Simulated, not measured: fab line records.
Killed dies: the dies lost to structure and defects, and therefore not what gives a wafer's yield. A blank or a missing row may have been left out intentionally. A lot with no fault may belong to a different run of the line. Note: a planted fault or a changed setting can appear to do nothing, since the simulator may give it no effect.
One fault seen from 2 desks / flow ritCmos / every desk sees just its own numbers, and what lay behind them comes last

## THE TOOL OWNER'S DESK: implanter-04
RIT_PLDD_IMPLANT_08, tool's own readings: per-lot mean of the sampled wafers with a number, covering each lot this tool ran. A lot is out of limits, marked OUT, if its mean lies more than 4 standard deviations from the usual mean; the brackets give that distance.
Columns: A = beamEnergyKeV at RIT_PLDD_IMPLANT_08, usual 19.999
lot=L722; first seen here=day 2 22:07; A=19.998
lot=L725; first seen here=day 3 18:14; A=20.002
lot=L727; first seen here=day 4 03:38; A=19.998
lot=L728; first seen here=day 4 06:51; A=21.940 (+99 or more) OUT
lot=L734; first seen here=day 5 11:25; A=21.937 (+99 or more) OUT
Finding of this desk: L728, L734 out of limits; the first was L728 at day 4 06:51, on beamEnergyKeV at RIT_PLDD_IMPLANT_08. In limits: L722, L725, L727.

## THE METROLOGY DESK
What the gauges read for every lot (on any tool): the sampled wafers with a number, averaged. A lot is out of limits, marked OUT, if its mean lies more than 4 standard deviations from the usual mean; the brackets give that distance.
Columns: A = PLDD_TW at RIT_PLDD_TW_MEAS_10, usual 2340; B = PLDD_RS at RIT_SDANNEAL_RS_MEAS_06, usual 178.4 ohm/sq
lot=L722; first seen here=day 2 22:27; A=2349; B=178.2
lot=L723; first seen here=day 3 06:30; A=2338; B=178.1
lot=L724; first seen here=day 3 11:49; A=2341; B=178.1
lot=L725; first seen here=day 3 18:33; A=2336; B=178.3
lot=L727; first seen here=day 4 03:57; A=2330; B=178.0
lot=L728; first seen here=day 4 07:10; A=2396 (+5.7) OUT; B=172.6 (-12) OUT
lot=L730; first seen here=day 4 20:32; A=2336; B=178.5
lot=L734; first seen here=day 5 11:44; A=2403 (+6.4) OUT; B=173.2 (-11) OUT
lot=L736; first seen here=day 6 00:22; A=2352; B=178.5
lot=L738; first seen here=day 6 05:46; A=2348; B=179.3
lot=L741; first seen here=day 6 23:52; A=2341; B=179.0
lot=L742; first seen here=day 7 02:21; A=2325; B=177.9
lot=L743; first seen here=day 7 09:35; A=2339; B=178.7
lot=L744; first seen here=day 7 14:16; A=2339; B=178.8
This desk finds L728, L734 out of limits, with the earliest case on L728 at day 4 07:10 (PLDD_TW at RIT_PLDD_TW_MEAS_10). In limits: L722, L723, L724, L725, L727, L730, L736, L738, L741, L742, L743, L744.

## TAKEN TOGETHER
On L728, L734, at day 4 06:51, an alarm was possible from the tool owner's desk.
On L728, L734, the metrology desk was in a position to raise an alarm at day 4 07:10.
On implanter-04, each named lot ran RIT_PLDD_IMPLANT_08.

## WHAT HAD BEEN PUT IN BY THE SIMULATOR
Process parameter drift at RIT_PLDD_IMPLANT_08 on implanter-04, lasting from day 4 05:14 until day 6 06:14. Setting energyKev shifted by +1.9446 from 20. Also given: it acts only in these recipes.
Shown lots that were struck: L728, L734.
Time in hours from fault onset to the first out-of-limits reading at each desk: tool owner's desk 2, metrology desk 2.
